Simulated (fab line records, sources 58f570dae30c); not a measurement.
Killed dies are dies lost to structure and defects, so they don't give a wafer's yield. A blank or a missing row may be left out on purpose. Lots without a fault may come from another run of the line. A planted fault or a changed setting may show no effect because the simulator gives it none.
Which tool did it? | flow berkeley_cmos170 | 7 lots, 21 wafers sampled, at 1 step of a route of 331

WHAT THE GAUGES READ, wafer by wafer
UCB170_V1_BOW_MEAS_03.
lot  | measured     | on            | V1_BOW (um)
L992 | day 7 05:17  | film_metro-02 | 13 20 15
L995 | day 8 06:26  | film_metro-03 | 30 24 17
L997 | day 8 16:23  | film_metro-02 | 25 21 21
L103 | day 10 01:42 | film_metro-03 | 26 20 31
L109 | day 10 18:15 | film_metro-03 | 23 29 19
L111 | day 11 14:26 | film_metro-01 | 16 22 12
L114 | day 12 00:03 | film_metro-01 | 13 15 10

WHICH TOOL RAN EACH LOT (tool, then ch and the chambers of the sampled wafers, then the start)
The record holds no process step before these readings.

THE ANSWER, worked out from the rows above alone
Rule: what is usual is taken from the lots themselves. Put in order of their means at a reading, lots are off if they are a third of the lots or fewer, leave a main group of 4 or more, and stand apart from it by a gap of 3 or more times the standard deviation of the main group's means; of several such gaps the widest counts. A main group whose means are all the same, to the digits that the tables above print for the reading, isn't used. A lot without any number at a reading at which 4 lots or more have one is off too. The other lots that the step has rows for count as sound.
No lot is off at any reading shown: from this, nothing can be told.

WHAT THE SIMULATOR HAD PUT IN
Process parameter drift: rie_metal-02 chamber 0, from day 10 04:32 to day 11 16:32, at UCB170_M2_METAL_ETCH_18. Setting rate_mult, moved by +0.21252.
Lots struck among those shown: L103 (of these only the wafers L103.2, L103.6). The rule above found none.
